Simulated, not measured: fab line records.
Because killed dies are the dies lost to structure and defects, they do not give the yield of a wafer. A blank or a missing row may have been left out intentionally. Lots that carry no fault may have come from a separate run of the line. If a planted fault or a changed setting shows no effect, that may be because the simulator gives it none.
Lot-split experiment ; flow ritCmos ; 23 wafers read across 5 lots, on a route 202 steps long

ABOUT THE SPLIT
At RIT_NRETRO_COAT_01 (resist thk 1300 nm), the setting spinRpm was moved away from the recipe's 2000 rpm on 9 of the 23 wafers read, by -5.5% to +4.2%. The other wafers ran this setting at the recipe's value.

FROM THE SPLIT TO THE READING: what the file shows between them, 3 steps
- RIT_NRETRO_SOFTBAKE_02: time 60 s
- RIT_NRETRO_EXPOSE_03: exposes mask M4, target cd 43900 nm
- RIT_NRETRO_DEVELOP_05: develop time 68 s

THE READING
NOVOLAK_of_NRETRO_COAT_01.thkNm (the simulator's own value, which no gauge read), in nm, at RIT_NRETRO_HARDBAKE_07 (time 120 s). The file does not state a usual value for it. The 14 wafers here that ran the recipe average 1134 nm, standard deviation 2.2 nm.

wafer;tool, chamber at the split;spinRpm as run, rpm;against the recipe;NOVOLAK_of_NRETRO_COAT_01.thkNm, nm;against lot-mates on the recipe
L074.1;lithoTrack-03, 0;1889;-5.5%;1166;+32
L074.2;lithoTrack-03, 0;2000;recipe;1135;-
L074.3;lithoTrack-03, 0;2000;recipe;1134;-
L074.4;lithoTrack-03, 0;2000;recipe;1132;-
L074.5;lithoTrack-03, 0;1889;-5.5%;1167;+33
L080.1;lithoTrack-03, 0;2000;recipe;1130;-
L080.2;lithoTrack-03, 0;2000;recipe;1134;-
L080.4;lithoTrack-03, 0;1926;-3.7%;1159;+27
L080.5;lithoTrack-03, 0;2000;recipe;1133;-
L080.6;lithoTrack-03, 0;1926;-3.7%;1156;+24
L081.1;lithoTrack-01, 0;2058;+2.9%;1119;-14
L081.2;lithoTrack-01, 0;2058;+2.9%;1119;-14
L081.3;lithoTrack-01, 0;2000;recipe;1133;-
L081.5;lithoTrack-01, 0;2000;recipe;1133;-
L081.4;lithoTrack-01, 0;2058;+2.9%;1122;-11
L082.1;lithoTrack-02, 0;2000;recipe;1138;-
L082.3;lithoTrack-02, 0;2000;recipe;1136;-
L082.6;lithoTrack-02, 0;2000;recipe;1139;-
L085.1;lithoTrack-01, 0;2085;+4.2%;1112;-22
L085.3;lithoTrack-01, 0;2000;recipe;1135;-
L085.6;lithoTrack-01, 0;2000;recipe;1135;-
L085.4;lithoTrack-01, 0;2085;+4.2%;1114;-20
L085.5;lithoTrack-01, 0;2000;recipe;1133;-

THE FIT
A straight line over all 23 wafers: NOVOLAK_of_NRETRO_COAT_01.thkNm changes by -5.54 nm for each +1% of spinRpm; r = -0.99; the points scatter about the line by 2.3 nm.
The same after taking each lot's own level away (the mean of its wafers on the recipe; 23 wafers): -5.61 nm for each +1%; r = -0.99; scatter 2.1 nm.
Per that fit: largest spinRpm move, reading shift of 31 nm.
The span of the lots' own levels, 1132.3 to 1137.7 nm, comes to 2.4 times the standard deviation stated above.
So the lot-to-lot level changes the slope little: the two slopes agree.
Check: +32.3 nm against its lot-mates is what the line predicts for one of the wafers moved furthest among these (-5.5%) when that wafer is left out of the fit. Against them it came out at +32.3 nm.

OTHER SPLITS APPLIED TO THESE WAFERS
Before the reading, these wafers also passed through other splits. Each is held against what the fit with the lots' levels taken away leaves over:
other split on the same wafers;wafers away from the commonest value;r with NOVOLAK_of_NRETRO_COAT_01.thkNm (lot level and that fit taken away)
RIT_ACTIVE_COAT_06 spinRpm;9;+0.10
RIT_NWELL_COAT_01 spinRpm;10;-0.16
RIT_NWELL_IMPLANT_08 energyKev;7;-0.14
RIT_PWELL_COAT_01 spinRpm;7;-0.02
RIT_PWELL_IMPLANT_08 doseCm2;6;+0.35

THE WHOLE CHAIN: every reading that the file lists as answering this split, in the file's order
step;what it does;reading;change (the file's fit);r (the file's)
RIT_NRETRO_COAT_01;resist thk 1300 nm;NOVOLAK_of_NRETRO_COAT_01.thkNm (the simulator's own value, which no gauge read);-6.55 nm for each +1% of the setting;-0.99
RIT_NRETRO_HARDBAKE_07;time 120 s;NOVOLAK_of_NRETRO_COAT_01.thkNm (the simulator's own value, which no gauge read);-5.64 nm for each +1% of the setting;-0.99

THE FILE'S OWN FIT
NOVOLAK_of_NRETRO_COAT_01.thkNm changes by -5.64 nm for each +1% of spinRpm, r = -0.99.
